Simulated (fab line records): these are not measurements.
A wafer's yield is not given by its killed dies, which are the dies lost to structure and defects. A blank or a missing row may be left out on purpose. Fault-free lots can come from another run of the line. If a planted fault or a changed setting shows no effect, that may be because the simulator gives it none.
fab line records    flow ritCmos
[record] lots = 6  wafers = 18  lastDay = 7
route steps=202 shown NLDD@103 PLDD@114 M1@202
lots that met no fault: taken from a fault-free run of the same line
startH: start of the lot's first displayed wafer, in hours after the record's first day    waitH: hours elapsed since this lot's preceding step    " the same as in the row above    L1.1+2: several wafers, shown together as one row    - value missing, or start not given    * or withheld: withheld    < > ~ a bound
route shown NAME@n: a module of which the file shows steps, and the number in the route of the first    usual: mean/standard deviation taken from wafers without a fault    same: alike in all rows    chamber/n: place in a boat    sites: readings site by site    _std_site: the values' standard deviation    _edge_site: outer sites' mean less inner sites'    radiusMm: for every site, how far away it sits from the centre of the wafer    mask NAME#n: copy n    behind: the most recent tool/chamber to have shaped the wafer    hold: why the lot went on hold/how many hours it stayed there/how the hold came to an end    device: the n, p or np transistor that did not switch    end of line: the tests these same wafers got at the end of their route    where a step has no rows: the recipe by itself    killed: count of dies lost to structure and defects at first sort (not the wafer's yield)    map: the dies of a wafer, with x for killed, . for not killed, _ for no die there
set.NAME: the setting that was run; set.NAME@STEP: the one run at that earlier step    model.NAME: the simulator's own value behind a step, which no gauge read
lots at some steps of the route; a table a step, a row a wafer
services: from which hour (startH, from the record's first day; less than 0 if before it) a tool's chamber was out of use, for how many hours, and why
[[steps]]
[step RIT_NLDD_HMDS_00]
[recipe] primeTimeS = 60  primeTempC = 140
[step RIT_NLDD_COAT_01]
[recipe] resist = NOVOLAK  spinRpm = 3250  resistThkNm = 1000
[step RIT_NLDD_SOFTBAKE_02]
[recipe] resist = NOVOLAK  tempC = 90  timeS = 60
[step RIT_NLDD_EXPOSE_03]
[recipe] maskId = M7  na = 0.57  targetCdNm = 40700  doseMj = 250
[step RIT_NLDD_PEB_04]
[recipe] resist = NOVOLAK  tempC = withheld  timeS = withheld
[step RIT_NLDD_DEVELOP_05]
[recipe] resist = NOVOLAK  developTimeS = 50  devTempC = 23
[step RIT_NLDD_OVL_MEAS_06]
[usual] NLDD_OVL = -0.2/1.6
lot.wafer  tool        chamber  startH  waitH  NLDD_OVL[nm]
L980.2     overlay-02  -        44.01   -      0.2
L980.3     "           -        "       "      0.6
L980.6     "           -        "       "      -0.4
L988.2     overlay-01  -        91.51   -      -0.6
L988.3     "           -        "       "      -1.0
L988.4     "           -        "       "      0.7
L991.2     overlay-02  -        111.04  -      -0.5
L991.3     "           -        "       "      -0.7
L991.4     "           -        "       "      -0.3
L998.1     overlay-02  -        148.98  -      1.5
L998.2     "           -        "       "      0.1
L998.4     "           -        "       "      1.3
L100.1     overlay-01  -        155.91  -      0.0
L100.3     "           -        "       "      -0.2
L100.4     "           -        "       "      -0.7
L103.2     overlay-01  -        161.83  -      -0.8
L103.3     "           -        "       "      -0.4
L103.5     "           -        "       "      -3.2
[step RIT_NLDD_HARDBAKE_07]
[recipe] resist = NOVOLAK  tempC = 140  timeS = 60
[step RIT_NLDD_IMPLANT_08]
[recipe] species = P  energyKev = 20  doseCm2 = 5e+14  tiltDeg = 7
[step RIT_NLDD_STRIP_09]
[recipe] chemistry = O2  timeS = 180  resist = NOVOLAK  platenTempC = withheld  powerW = 500  pressureMtorr = 4000  o2FlowSccm = 4000
[usual] chamberPressureMTorr = 4000/3.6  drypumpMotorCurrentA = 5.9/0.58
lot.wafer  tool            chamber  startH  waitH  chamberPressureMTorr  drypumpMotorCurrentA  rfHoursCounterH
L980.2     plasmaAsher-01  1        44.34   0.1    3999                  5.6                   42
L980.3     "               0        "       "      3996                  5.8                   -
L980.6     "               1        "       "      4002                  5.5                   -
L988.2     plasmaAsher-01  1        91.84   0.1    4000                  5.5                   47
L988.3     "               0        "       "      4001                  5.9                   -
L988.4     "               1        "       "      3995                  5.5                   -
L991.2     plasmaAsher-02  1        111.37  0.1    3999                  6.3                   49
L991.3     "               1        "       "      4001                  6.3                   -
L991.4     "               0        "       "      3999                  6.6                   -
L998.1     plasmaAsher-02  1        149.67  0.1    4002                  6.3                   52
L998.2     "               0        "       "      4001                  6.6                   52
L998.4     "               0        "       "      3996                  6.6                   -
L100.1     plasmaAsher-04  0        156.25  0.1    4000                  5.2                   48
L100.3     "               1        "       "      4001                  5.2                   -
L100.4     "               0        "       "      3999                  5.2                   -
L103.2     plasmaAsher-02  1        162.16  0.1    3998                  6.3                   54
L103.3     "               0        "       "      4003                  6.6                   -
L103.5     "               0        "       "      3999                  6.6                   -
[step RIT_NLDD_TW_MEAS_10]
[usual] NLDD_TW = 2476/14
lot.wafer  tool          chamber  startH  waitH  NLDD_TW
L980.2     filmMetro-04  -        44.52   0.1    2482
L980.3     "             -        "       "      2475
L980.6     "             -        "       "      2468
L988.2     filmMetro-04  -        92.03   0.1    2468
L988.3     "             -        "       "      2490
L988.4     "             -        "       "      2475
L991.2     filmMetro-02  -        111.55  0.1    2483
L991.3     "             -        "       "      2489
L991.4     "             -        "       "      2493
L998.1     filmMetro-04  -        149.84  0.1    2469
L998.2     "             -        "       "      2460
L998.4     "             -        "       "      2468
L100.1     filmMetro-04  -        156.42  0.1    2474
L100.3     "             -        "       "      2472
L100.4     "             -        "       "      2467
L103.2     filmMetro-02  -        162.35  0.1    2488
L103.3     "             -        "       "      2483
L103.5     "             -        "       "      2493
[step RIT_PLDD_HMDS_00]
[recipe] primeTimeS = 60  primeTempC = 140
[step RIT_PLDD_COAT_01]
[recipe] resist = NOVOLAK  spinRpm = 3189  resistThkNm = 1000
[usual] chillPlateTempC = 22.99/0.1
lot.wafer  tool           chamber  startH  waitH  chillPlateTempC  model.NOVOLAK_of_PLDD_COAT_01.thkNm
L980.2     lithoTrack-03  0        44.75   0.1    22.69            1015
L980.3     "              0        "       "      23.09            1014
L980.6     "              0        "       "      22.87            1014
L988.2     lithoTrack-02  0        92.25   0.1    22.95            1011
L988.3     "              0        "       "      22.91            1012
L988.4     "              0        "       "      22.78            1013
L991.2     lithoTrack-01  0        111.78  0.1    22.85            1008
L991.3     "              0        "       "      22.80            1008
L991.4     "              0        "       "      22.81            1012
L998.1     lithoTrack-02  0        150.05  0.1    22.99            920.2
L998.2     "              0        "       "      23.06            917.2
L998.4     "              0        "       "      22.92            919
L100.1     lithoTrack-02  0        156.63  0.1    22.93            918.2
L100.3     "              0        "       "      23.01            920.4
L100.4     "              0        "       "      22.93            921.5
L103.2     lithoTrack-01  0        162.71  0.1    22.98            1011
L103.3     "              0        "       "      23.02            1008
L103.5     "              0        "       "      22.85            1011
[step RIT_PLDD_SOFTBAKE_02]
[recipe] resist = NOVOLAK  tempC = 90  timeS = 60
[step RIT_PLDD_EXPOSE_03]
[recipe] maskId = M8  na = 0.57  targetCdNm = 40900  doseMj = 250
[step RIT_PLDD_PEB_04]
[recipe] resist = NOVOLAK  tempC = withheld  timeS = withheld
[step RIT_PLDD_DEVELOP_05]
[recipe] resist = NOVOLAK  developTimeS = 50  devTempC = 23
[step RIT_PLDD_OVL_MEAS_06]
[usual] PLDD_OVL = -1.6/1.5
lot.wafer  tool        chamber  startH  waitH  PLDD_OVL[nm]
L980.2     overlay-01  -        45.43   -      -1.3
L980.3     "           -        "       "      -3.8
L980.6     "           -        "       "      -0.3
L988.2     overlay-02  -        92.93   -      -4.6
L988.3     "           -        "       "      -3.2
L988.4     "           -        "       "      -2.0
L991.2     overlay-02  -        112.46  -      -2.8
L991.3     "           -        "       "      -3.7
L991.4     "           -        "       "      -3.6
L998.1     overlay-01  -        150.88  -      -0.8
L998.2     "           -        "       "      0.6
L998.4     "           -        "       "      0.9
L100.1     overlay-01  -        157.51  -      -2.8
L100.3     "           -        "       "      -1.2
L100.4     "           -        "       "      -1.4
L103.2     overlay-01  -        163.56  -      -3.4
L103.3     "           -        "       "      -4.4
L103.5     "           -        "       "      -3.1
[step RIT_PLDD_HARDBAKE_07]
[recipe] resist = NOVOLAK  tempC = 140  timeS = 60
[usual] chillPlateTempC = 23.01/0.087  heaterPowerTotalW = 62.55/0.051
lot.wafer  tool           chamber  startH  waitH  chillPlateTempC  heaterPowerTotalW  model.NOVOLAK_of_PLDD_COAT_01.thkNm
L980.2     lithoTrack-01  0        45.48   0.0    22.97            62.62              896.8
L980.3     "              0        "       "      23.13            62.53              895.6
L980.6     "              0        "       "      23.06            62.49              895.8
L988.2     lithoTrack-03  0        92.99   0.0    23.14            62.63              893.8
L988.3     "              0        "       "      22.87            62.49              894.4
L988.4     "              0        "       "      23.08            62.59              894.9
L991.2     lithoTrack-01  0        112.51  0.0    23.12            62.56              890.7
L991.3     "              0        "       "      23.01            62.51              890.7
L991.4     "              0        "       "      23.02            62.61              894.4
L998.1     lithoTrack-03  0        151.04  0.2    22.94            62.48              814
L998.2     "              0        "       "      23.05            62.54              811.3
L998.4     "              0        "       "      23.09            62.51              812.9
L100.1     lithoTrack-03  0        157.55  0.0    22.94            62.54              812.2
L100.3     "              0        "       "      22.81            62.48              814.1
L100.4     "              0        "       "      23.01            62.57              815.1
L103.2     lithoTrack-02  0        163.70  0.1    23.07            62.48              893.4
L103.3     "              0        "       "      23.20            62.52              890.6
L103.5     "              0        "       "      23.11            62.58              893.8
[step RIT_PLDD_IMPLANT_08]
[recipe] species = BF2  energyKev = 20  doseCm2 = 9e+14  tiltDeg = 7
[step RIT_M1_PROBE_99]
[usual] killed_at_M0_to_M3 = 0.0/0.12  killedAtFrontEnd = 6.6/2.9  killedDies = 6.7/3  killedOpen = 3.5/2.1  killedShort = 3.2/1.8
[same] grossDies = 264  killed_at_M4_up = 0  killedAtBackSide = 0  killedAtContacts = 0  killedAtOther = 0
lot.wafer  tool       chamber  startH  waitH  killed_at_M0_to_M3  killedAtFrontEnd  killedDies  killedOpen  killedShort
L980.2     prober-02  -        61.25   0.1    0                   9                 9           5           4
L980.3     prober-02  -        61.30   0.2    0                   9                 9           4           5
L980.6     prober-02  -        61.45   0.2    0                   4                 4           2           2
L988.2     prober-02  -        106.69  0.1    0                   6                 6           4           2
L988.3     prober-02  -        106.74  0.2    0                   10                10          8           2
L988.4     prober-02  -        106.79  0.2    0                   13                13          9           4
L103.2     prober-02  -        177.67  0.1    0                   5                 5           2           3
L103.3     prober-02  -        177.72  0.2    0                   5                 5           0           5
L103.5     prober-02  -        177.82  0.2    0                   9                 9           6           3
// killed by level:class
L980.2 FOX2:geometricParticle:open=4 GATE:geometricParticle:short=2 SPACER:geometricParticle:short=2 GATE:geometricParticle:open=1
L980.3 FOX2:geometricParticle:open=2 FOX1:geometricParticle:short=1 FOX2:geometricParticle:short=1 GATE:geometricParticle:open=1 REOX:geometricParticle:short=1 SPACER:geometricParticle:short=1 SILICIDE:geometricParticle:open=1 SILICIDE:geometricParticle:short=1
L980.6 REOX:geometricParticle:open=2 GATE:geometricParticle:short=1 SILICIDE:geometricParticle:short=1
L988.2 GATE:geometricParticle:open=2 FOX2:geometricParticle:short=1 GATE:geometricParticle:short=1 REOX:geometricParticle:open=1 SPACER:geometricParticle:open=1
L988.3 GATE:geometricParticle:open=4 GATE:geometricParticle:short=2 FOX1:geometricParticle:open=1 REOX:geometricParticle:open=1 SPACER:geometricParticle:open=1 SILICIDE:geometricParticle:open=1
L988.4 REOX:geometricParticle:open=4 FOX1:geometricParticle:open=2 FOX1:geometricParticle:short=1 GATE:geometricParticle:open=1 GATE:geometricParticle:short=1 REOX:geometricParticle:short=1 SPACER:geometricParticle:short=1 SPACER:geometricParticle:open=1
L103.2 FOX1:geometricParticle:short=1 FOX2:geometricParticle:open=1 GATE:geometricParticle:short=1 GATE:geometricParticle:open=1 SPACER:geometricParticle:short=1
L103.3 GATE:geometricParticle:short=4 FOX2:geometricParticle:short=1
L103.5 GATE:geometricParticle:short=3 GATE:geometricParticle:open=2 FOX1:geometricParticle:open=1 FOX2:geometricParticle:open=1 SPACER:geometricParticle:open=1 SILICIDE:geometricParticle:open=1
[[services]]
tool            chamber  startH  hours  kind
plasmaAsher-02  -        39.68   0.8    repair
plasmaAsher-01  -        108.75  9.0    pm
plasmaAsher-01  0        108.75  9.0    ventCycle
plasmaAsher-01  1        108.75  9.0    ventCycle
plasmaAsher-02  -        111.76  0.5    repair
plasmaAsher-01  0        117.75  -      clean
plasmaAsher-01  1        117.75  -      clean
plasmaAsher-02  -        127.91  2.8    pm
[[key]]
firstSign none at tools or gauges
[modelEffect] step = RIT_PLDD_COAT_01  value = NOVOLAK_of_PLDD_COAT_01.thkNm  without = 1010  struck = 919.4
[modelEffect] step = RIT_PLDD_HARDBAKE_07  value = NOVOLAK_of_PLDD_COAT_01.thkNm  without = 892.4  struck = 813.3
metAt RIT_PLDD_COAT_01
struckWafers L998.1,L998.2,L998.4,L100.1,L100.3,L100.4
testerLeftOut L998,L100
onsetBetween 92.25 150.05
[fault] kind = processParameterDrift  tool = lithoTrack-02  chamber = -  onsetH = 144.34  steps = RIT_PLDD_COAT_01  channel = resistThkNm  offset = -89.515  shape = step  endH = 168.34  actsIn = theseRecipesOnly  stated = 1000
// testerLeftOut: of these lots the tester's yield and bins aren't shown, on N5 and GAA mostly nor the transistor test; their killed dies are dies lost to structure and defects alone, not to doping, threshold or leakage, so they don't give the yield
